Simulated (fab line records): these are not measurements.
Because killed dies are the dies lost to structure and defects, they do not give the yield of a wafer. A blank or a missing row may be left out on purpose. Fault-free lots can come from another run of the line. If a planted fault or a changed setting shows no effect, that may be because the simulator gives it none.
fab line records :: flow berkeleyCmos170
[record]
  lots = 14
  wafers = 42
  lastDay = 13
route steps=331 shown ACTIVE@62
lots untouched by any fault: they come from a run of this same line in which no faults occurred
startH: hours from the record's first day to the start of the lot's first wafer shown :: waitH: hours since the lot's step before :: " identical to the entry in the row above :: L1.1+2: a row that stands for several wafers :: - value missing, or start not given :: * or withheld: withheld :: < > ~ a bound
route shown NAME@n: a module of which the file shows steps, and the number in the route of the first :: usual: average and standard deviation across the fault-free wafers :: same: alike in all rows :: chamber/n: place in a boat :: sites: each site's reading :: _std_site: standard deviation of those values :: _edge_site: mean of outer sites minus mean of inner sites :: radiusMm: how far each site lies from the wafer's centre :: mask NAME#n: copy n :: behind: the tool/chamber that last shaped the wafer :: hold: why the lot was held/for how many hours/how that ended :: device: the transistor (n, p or np) that didn't switch :: end of line: the tests these same wafers got at the end of their route :: a step with no rows: only its recipe :: killed: dies that structure and defects cost at the first sort, which is not the same as the wafer's yield :: map: shows each die of a wafer: x if killed, . if not, _ if none is there
set.NAME: the setting as run; set.NAME@STEP: as run at that earlier step :: model.NAME: the simulator's own value behind a step, which no gauge read
one table for each step of the route and one row for each wafer, over a sample of lots
services: from which hour (startH, from the record's first day; less than 0 if before it) a tool's chamber was out of use, for how many hours, and why
[[steps]]
[step UCB170_ACTIVE_OXIDATION_02]
[recipe]
  tempC = 1000
  ambient = O2
  targetThkA = 264
  oxTimeS = 1260
[usual]
  oxTempC = 1000.0/0.47
lot.wafer: L232.2
tool: furnace-04
chamber: 0
startH: 82.30
waitH: 3.0
oxTempC: 999.6

lot.wafer: L232.3
tool: furnace-04
chamber: 0
startH: 82.30
waitH: 3.0
oxTempC: 999.7

lot.wafer: L232.5
tool: furnace-04
chamber: 0
startH: 82.30
waitH: 3.0
oxTempC: 1000.4

lot.wafer: L235.1
tool: furnace-04
chamber: 0
startH: 108.08
waitH: 1.1
oxTempC: 1000.0

lot.wafer: L235.2
tool: furnace-04
chamber: 0
startH: 108.08
waitH: 1.1
oxTempC: 999.7

lot.wafer: L235.6
tool: furnace-04
chamber: 0
startH: 108.08
waitH: 1.1
oxTempC: 999.0

lot.wafer: L236.2
tool: furnace-04
chamber: 0
startH: 108.08
waitH: 1.1
oxTempC: 999.8

lot.wafer: L236.4
tool: furnace-04
chamber: 0
startH: 108.08
waitH: 1.1
oxTempC: 1000.0

lot.wafer: L236.5
tool: furnace-04
chamber: 0
startH: 108.08
waitH: 1.1
oxTempC: 999.7

lot.wafer: L237.1
tool: furnace-04
chamber: 0
startH: 108.08
waitH: 1.1
oxTempC: 1000.5

lot.wafer: L237.2
tool: furnace-04
chamber: 0
startH: 108.08
waitH: 1.1
oxTempC: 1000.1

lot.wafer: L237.5
tool: furnace-04
chamber: 0
startH: 108.08
waitH: 1.1
oxTempC: 1000.0

lot.wafer: L238.3
tool: furnace-01
chamber: 0
startH: 128.05
waitH: 3.9
oxTempC: 999.9

lot.wafer: L238.5
tool: furnace-01
chamber: 0
startH: 128.05
waitH: 3.9
oxTempC: 999.5

lot.wafer: L238.6
tool: furnace-01
chamber: 0
startH: 128.05
waitH: 3.9
oxTempC: 999.7

lot.wafer: L239.1
tool: furnace-01
chamber: 0
startH: 128.05
waitH: 3.9
oxTempC: 999.6

lot.wafer: L239.3
tool: furnace-01
chamber: 0
startH: 128.05
waitH: 3.9
oxTempC: 1000.4

lot.wafer: L239.5
tool: furnace-01
chamber: 0
startH: 128.05
waitH: 3.9
oxTempC: 1000.5

lot.wafer: L242.2
tool: furnace-04
chamber: 0
startH: 136.42
waitH: 5.0
oxTempC: 999.5

lot.wafer: L242.5
tool: furnace-04
chamber: 0
startH: 136.42
waitH: 5.0
oxTempC: 1001.0

lot.wafer: L242.6
tool: furnace-04
chamber: 0
startH: 136.42
waitH: 5.0
oxTempC: 999.9

lot.wafer: L244.1
tool: furnace-04
chamber: 0
startH: 140.45
waitH: 3.8
oxTempC: 1000.0

lot.wafer: L244.3
tool: furnace-04
chamber: 0
startH: 140.45
waitH: 3.8
oxTempC: 999.9

lot.wafer: L244.4
tool: furnace-04
chamber: 0
startH: 140.45
waitH: 3.8
oxTempC: 999.4

lot.wafer: L246.1
tool: furnace-04
chamber: 0
startH: 140.45
waitH: 3.8
oxTempC: 1000.3

lot.wafer: L246.4
tool: furnace-04
chamber: 0
startH: 140.45
waitH: 3.8
oxTempC: 1000.3

lot.wafer: L246.6
tool: furnace-04
chamber: 0
startH: 140.45
waitH: 3.8
oxTempC: 999.8

lot.wafer: L247.1
tool: furnace-01
chamber: 0
startH: 147.34
waitH: 4.0
oxTempC: 1000.2

lot.wafer: L247.4
tool: furnace-01
chamber: 0
startH: 147.34
waitH: 4.0
oxTempC: 1000.0

lot.wafer: L247.5
tool: furnace-01
chamber: 0
startH: 147.34
waitH: 4.0
oxTempC: 1000.4

lot.wafer: L249.3
tool: furnace-01
chamber: 0
startH: 160.27
waitH: 3.4
oxTempC: 1000.4

lot.wafer: L249.4
tool: furnace-01
chamber: 0
startH: 160.27
waitH: 3.4
oxTempC: 999.3

lot.wafer: L249.5
tool: furnace-01
chamber: 0
startH: 160.27
waitH: 3.4
oxTempC: 999.5

lot.wafer: L250.1
tool: furnace-01
chamber: 0
startH: 160.27
waitH: 3.4
oxTempC: 999.4

lot.wafer: L250.2
tool: furnace-01
chamber: 0
startH: 160.27
waitH: 3.4
oxTempC: 1000.7

lot.wafer: L250.3
tool: furnace-01
chamber: 0
startH: 160.27
waitH: 3.4
oxTempC: 1000.8

lot.wafer: L252.3
tool: furnace-02
chamber: 0
startH: 181.02
waitH: 3.7
oxTempC: 999.3

lot.wafer: L252.4
tool: furnace-02
chamber: 0
startH: 181.02
waitH: 3.7
oxTempC: 1000.1

lot.wafer: L252.6
tool: furnace-02
chamber: 0
startH: 181.02
waitH: 3.7
oxTempC: 999.7

lot.wafer: L255.2
tool: furnace-02
chamber: 0
startH: 198.28
waitH: 5.8
oxTempC: 1000.4

lot.wafer: L255.5
tool: furnace-02
chamber: 0
startH: 198.28
waitH: 5.8
oxTempC: 998.6

lot.wafer: L255.6
tool: furnace-02
chamber: 0
startH: 198.28
waitH: 5.8
oxTempC: 999.9
[step UCB170_ACTIVE_THK_MEAS_03]
[recipe]
  reads = SiO2_of_ACTIVE_OXIDATION_02
[usual]
  ACTIVE_OXIDE_THK = 26.2/0.55
lot.wafer: L232.2
tool: filmMetro-04
chamber: -
startH: 83.66
waitH: 0.0
ACTIVE_OXIDE_THK[nm]: 27.3

lot.wafer: L232.3
tool: filmMetro-04
chamber: -
startH: 83.66
waitH: 0.0
ACTIVE_OXIDE_THK[nm]: 26.9

lot.wafer: L232.5
tool: filmMetro-04
chamber: -
startH: 83.66
waitH: 0.0
ACTIVE_OXIDE_THK[nm]: 26.9

lot.wafer: L235.1
tool: filmMetro-03
chamber: -
startH: 109.43
waitH: 0.0
ACTIVE_OXIDE_THK[nm]: 26.5

lot.wafer: L235.2
tool: filmMetro-03
chamber: -
startH: 109.43
waitH: 0.0
ACTIVE_OXIDE_THK[nm]: 25.9

lot.wafer: L235.6
tool: filmMetro-03
chamber: -
startH: 109.43
waitH: 0.0
ACTIVE_OXIDE_THK[nm]: 25.9

lot.wafer: L237.1
tool: filmMetro-04
chamber: -
startH: 109.43
waitH: 0.0
ACTIVE_OXIDE_THK[nm]: 25.5

lot.wafer: L237.2
tool: filmMetro-04
chamber: -
startH: 109.43
waitH: 0.0
ACTIVE_OXIDE_THK[nm]: 25.2

lot.wafer: L237.5
tool: filmMetro-04
chamber: -
startH: 109.43
waitH: 0.0
ACTIVE_OXIDE_THK[nm]: 25.3

lot.wafer: L236.2
tool: filmMetro-02
chamber: -
startH: 109.44
waitH: 0.0
ACTIVE_OXIDE_THK[nm]: 25.8

lot.wafer: L236.4
tool: filmMetro-02
chamber: -
startH: 109.44
waitH: 0.0
ACTIVE_OXIDE_THK[nm]: 25.2

lot.wafer: L236.5
tool: filmMetro-02
chamber: -
startH: 109.44
waitH: 0.0
ACTIVE_OXIDE_THK[nm]: 25.6

lot.wafer: L239.1
tool: filmMetro-04
chamber: -
startH: 129.40
waitH: 0.0
ACTIVE_OXIDE_THK[nm]: 27.0

lot.wafer: L239.3
tool: filmMetro-04
chamber: -
startH: 129.40
waitH: 0.0
ACTIVE_OXIDE_THK[nm]: 26.5

lot.wafer: L239.5
tool: filmMetro-04
chamber: -
startH: 129.40
waitH: 0.0
ACTIVE_OXIDE_THK[nm]: 27.3

lot.wafer: L238.3
tool: filmMetro-02
chamber: -
startH: 129.42
waitH: 0.0
ACTIVE_OXIDE_THK[nm]: 25.9

lot.wafer: L238.5
tool: filmMetro-02
chamber: -
startH: 129.42
waitH: 0.0
ACTIVE_OXIDE_THK[nm]: 26.1

lot.wafer: L238.6
tool: filmMetro-02
chamber: -
startH: 129.42
waitH: 0.0
ACTIVE_OXIDE_THK[nm]: 25.9

lot.wafer: L242.2
tool: filmMetro-02
chamber: -
startH: 137.84
waitH: 0.1
ACTIVE_OXIDE_THK[nm]: 26.5

lot.wafer: L242.5
tool: filmMetro-02
chamber: -
startH: 137.84
waitH: 0.1
ACTIVE_OXIDE_THK[nm]: 26.5

lot.wafer: L242.6
tool: filmMetro-02
chamber: -
startH: 137.84
waitH: 0.1
ACTIVE_OXIDE_THK[nm]: 26.7

lot.wafer: L244.1
tool: filmMetro-03
chamber: -
startH: 141.80
waitH: 0.0
ACTIVE_OXIDE_THK[nm]: 37.5

lot.wafer: L244.3
tool: filmMetro-03
chamber: -
startH: 141.80
waitH: 0.0
ACTIVE_OXIDE_THK[nm]: 36.9

lot.wafer: L244.4
tool: filmMetro-03
chamber: -
startH: 141.80
waitH: 0.0
ACTIVE_OXIDE_THK[nm]: 37.0

lot.wafer: L246.1
tool: filmMetro-02
chamber: -
startH: 141.85
waitH: 0.1
ACTIVE_OXIDE_THK[nm]: 37.6

lot.wafer: L246.4
tool: filmMetro-02
chamber: -
startH: 141.85
waitH: 0.1
ACTIVE_OXIDE_THK[nm]: 37.7

lot.wafer: L246.6
tool: filmMetro-02
chamber: -
startH: 141.85
waitH: 0.1
ACTIVE_OXIDE_THK[nm]: 37.6

lot.wafer: L247.1
tool: filmMetro-02
chamber: -
startH: 148.69
waitH: 0.0
ACTIVE_OXIDE_THK[nm]: 25.7

lot.wafer: L247.4
tool: filmMetro-02
chamber: -
startH: 148.69
waitH: 0.0
ACTIVE_OXIDE_THK[nm]: 26.3

lot.wafer: L247.5
tool: filmMetro-02
chamber: -
startH: 148.69
waitH: 0.0
ACTIVE_OXIDE_THK[nm]: 26.4

lot.wafer: L250.1
tool: filmMetro-02
chamber: -
startH: 161.62
waitH: 0.0
ACTIVE_OXIDE_THK[nm]: 26.6

lot.wafer: L250.2
tool: filmMetro-02
chamber: -
startH: 161.62
waitH: 0.0
ACTIVE_OXIDE_THK[nm]: 26.8

lot.wafer: L250.3
tool: filmMetro-02
chamber: -
startH: 161.62
waitH: 0.0
ACTIVE_OXIDE_THK[nm]: 26.4

lot.wafer: L249.3
tool: filmMetro-03
chamber: -
startH: 161.64
waitH: 0.0
ACTIVE_OXIDE_THK[nm]: 26.7

lot.wafer: L249.4
tool: filmMetro-03
chamber: -
startH: 161.64
waitH: 0.0
ACTIVE_OXIDE_THK[nm]: 26.1

lot.wafer: L249.5
tool: filmMetro-03
chamber: -
startH: 161.64
waitH: 0.0
ACTIVE_OXIDE_THK[nm]: 26.3

lot.wafer: L252.3
tool: filmMetro-04
chamber: -
startH: 182.39
waitH: 0.0
ACTIVE_OXIDE_THK[nm]: 25.5

lot.wafer: L252.4
tool: filmMetro-04
chamber: -
startH: 182.39
waitH: 0.0
ACTIVE_OXIDE_THK[nm]: 25.8

lot.wafer: L252.6
tool: filmMetro-04
chamber: -
startH: 182.39
waitH: 0.0
ACTIVE_OXIDE_THK[nm]: 26.0

lot.wafer: L255.2
tool: filmMetro-03
chamber: -
startH: 199.68
waitH: 0.1
ACTIVE_OXIDE_THK[nm]: 26.4

lot.wafer: L255.5
tool: filmMetro-03
chamber: -
startH: 199.68
waitH: 0.1
ACTIVE_OXIDE_THK[nm]: 26.4

lot.wafer: L255.6
tool: filmMetro-03
chamber: -
startH: 199.68
waitH: 0.1
ACTIVE_OXIDE_THK[nm]: 26.3
[[services]]
tool: furnace-01
chamber: -
startH: 59.84
hours: 3.7
kind: pm

tool: furnace-04
chamber: -
startH: 125.71
hours: 2.5
kind: pm

tool: furnace-01
chamber: -
startH: 171.89
hours: 2.3
kind: pm

tool: furnace-02
chamber: -
startH: 183.87
hours: 3.5
kind: pm
[[key]]
[firstSign]
  step = UCB170_ACTIVE_THK_MEAS_03
  reading = ACTIVE_OXIDE_THK
  direction = up
  sigmas = 20
  usual = 26.2
  struck = 37.4
effect none on later readings
metAt UCB170_ACTIVE_OXIDATION_02
struckLots L244,L246
testerLeftOut L244,L246
onsetBetween 136.42 140.45
[fault]
  kind = processParameterDrift
  tool = furnace-04
  chamber = -
  onsetH = 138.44
  steps = UCB170_ACTIVE_OXIDATION_02
  channel = oxTimeS
  offset = *
  shape = step
  endH = 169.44
  actsIn = *
  stated = *
// testerLeftOut: of these lots the tester's yield and bins aren't shown, on N5 and GAA mostly nor the transistor test; their killed dies are dies lost to structure and defects alone, not to doping, threshold or leakage, so they don't give the yield
